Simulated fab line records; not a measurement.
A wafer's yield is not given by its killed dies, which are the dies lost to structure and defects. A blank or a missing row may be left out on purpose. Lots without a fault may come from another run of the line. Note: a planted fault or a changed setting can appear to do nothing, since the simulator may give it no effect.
8D (eight disciplines) problem report, filled in by code    flow rit-cmos    the parts of the form that need people (team, actions taken, sign-off) are left out

== 1. THE PROBLEM ==
Wafers free of any fault read -0.5 nm (standard deviation 1.3) for NWELL_OVL at RIT_NWELL_OVL_MEAS_06, against a mean of -181.2 nm on 9 wafers of 3 lots. That is -99 or more standard deviations from the usual mean.
Earliest sighting: wafer L101.1 on overlay-02 at day 3 03:55. At this step, 45 wafers from 15 lots have a number in the record. The rule behind "out" and "out of limits": a value lying over 4 standard deviations away from the usual mean. The rest of the wafers with a number are treated as sound.

== 2. WHAT IT IS, AND WHAT IT ISN'T ==
question                     is                      is not
which readings at this step  NWELL_OVL               -
which lots                   L101, L104, L107        L102, L106, L110, L112, L114, L117, L118, L995, L996, L997, L998, L999
which wafers of those lots   all that have a number  -
read on which gauges         overlay-02              overlay-01
when                         from day 3 03:55        up to then (15 sound wafers); but 21 sound wafers of L102, L106, L110, L112, L114, L117, L118 came after

== 3. WHAT RULES OUT EACH SUSPECT ==
Counting: a tool at a process step up to the reading stays a suspect if it ran every lot that is out and no sound lot after the first of them.
- the gauge at RIT_NWELL_OVL_MEAS_06: kept. All the wafers that are out were read on overlay-02, and no step on other tools shows them out.
- iline-stepper-01 at RIT_NWELL_EXPOSE_03 (exposes mask M2, target cd 43900 nm): kept. Every lot that is out went through it, starting with L101 (day 3 03:29), and after that it ran no sound lot; the last sound lot it ran before then is L996 (day 2 09:02).
After counting, iline-stepper-01 at RIT_NWELL_EXPOSE_03 and overlay-02 at RIT_NWELL_OVL_MEAS_06 remain.

== 4. THE CAUSE (what the simulator had put in) ==
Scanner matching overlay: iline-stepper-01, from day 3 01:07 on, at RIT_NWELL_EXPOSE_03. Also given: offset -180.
Of the 2 suspects that counting leaves, this tool is one.

== 5. THE EFFECT CHAIN, in route order ==
Each row: a reading where the mean over the struck wafers with a number is more than 3 standard deviations away from the usual. Only readings whose record carries a usual standard deviation are examined. hours: median over the lots of the time between each lot's start at the first step of this table that gives one and its start at this step. sigmas: the change, counted in usual standard deviations.
hours  step                   reading    usual    on struck wafers  change  sigmas
0      RIT_NWELL_OVL_MEAS_06  NWELL_OVL  -0.5 nm  -181.2            -180.7  -99 or more
At these later measuring or inspecting steps, every struck wafer for which the step has a row has a number for every such reading, and none has moved that far: RIT_PRETRO_OVL_MEAS_06.

== 6. WHAT WOULD HAVE CAUGHT IT SOONER ==
3 hours passed between the start of the fault at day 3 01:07 and the first reading out of limits at a measuring or inspecting step in this record, taken at day 3 03:55.
No tool reading at RIT_NWELL_EXPOSE_03 that has a usual standard deviation in the record was out on any struck wafer, so an alarm limit of 4 standard deviations on those readings would not have fired.
Of the lots that are out (3), L104, L107 began RIT_NWELL_EXPOSE_03 on iline-stepper-01 after day 3 03:55. A hold on the tool at that time would have spared those 2.
